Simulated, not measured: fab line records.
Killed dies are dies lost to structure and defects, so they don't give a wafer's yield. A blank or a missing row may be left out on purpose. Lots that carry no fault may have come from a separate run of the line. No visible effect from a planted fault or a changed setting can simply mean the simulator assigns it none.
A struck lot beside a sound one -- flow rit cmos -- 14 steps out of a route of 202
Sound: the wafers L611.2, L611.3, L611.6. Struck: wafers L618.1, L618.3, L618.5. The cause comes at the end.
Order at every step that has rows: each side's tool, ch and its chambers, its first start. Under that, the readings that differ: sound wafers -- struck wafers -- difference of the means -- sigmas: that difference in standard deviations of wafers without a fault.
alike: same words and numbers on both sides, and readings whose means sit less than 2 such deviations apart. not compared: any withheld reading, any reading some wafer has no value for, any bound like >300 that may hide the same value, and any number with overlapping values for which the record gives no deviation.
Wherever a step has rows on one side only, a row that says differs or no value, or a row with sigmas, the two part there. Numbers that don't overlap but have no deviation are shown without sigmas and don't part them. Lack of a reading on every wafer of one side parts them only where that side has two or more wafers.

first, 1 step without rows for these wafers: RIT_GATE_CLEAN_04 (cleans in dHF, time 60 s).
RIT_FOX2_THK_MEAS_91:
  sound on film metro-03, day 3 01:59; struck on film metro-04, day 4 13:36
  alike: FIELD_OXIDE_LEFT_2_THK
then, 2 steps without rows for these wafers: RIT_GATE_OXIDATION_05 (target thk 3 nm, ox time 270 s); RIT_GATE_ANNEAL_06 (time 600 s).
RIT_GATE_THK_MEAS_07:
  sound on film metro-03, day 3 09:16; struck on film metro-02, day 4 16:12
  alike: GATE_OXIDE_THK
then, 1 step without rows for these wafers: RIT_GATE_CVD_08 (deposits poly-Si from SiH4, target thk 250 nm, time 2220 s).
RIT_GATE_THK_MEAS_09:
  sound on film metro-04, day 3 11:45; struck on film metro-02, day 4 18:41
  alike: GATE_POLY_THK
then, 5 steps without rows for these wafers: RIT_GATE_HMDS_10 (prime time 60 s); RIT_GATE_COAT_11 (resist thk 850 nm); RIT_GATE_SOFTBAKE_12 (time 60 s); RIT_GATE_EXPOSE_13 (exposes mask M6, target cd 150 nm); RIT_GATE_PEB_14.
RIT_GATE_DEVELOP_15: develop time 50 s.
  struck on litho track-04, day 4 19:00; sound on litho track-02 ch 0, day 3 12:00
  no value came back on the struck wafers for chill plate temp C (C), develop time s (s); on the sound wafers chill plate temp C (C) reads 23.06 22.88 22.96
RIT_GATE_CD_MEAS_16: target cd 150 nm.
  sound on cd sem-01, day 3 12:48; struck on cd sem-02, day 4 19:43
reading,sound,struck,difference,sigmas
cd nm (nm),152 151 148,- - -,no value on the struck wafers,

== WHERE THEY PART ==
Last at RIT_GATE_CD_MEAS_16 as far as this record goes, first at RIT_GATE_DEVELOP_15.

WHY: whatever the simulator had introduced
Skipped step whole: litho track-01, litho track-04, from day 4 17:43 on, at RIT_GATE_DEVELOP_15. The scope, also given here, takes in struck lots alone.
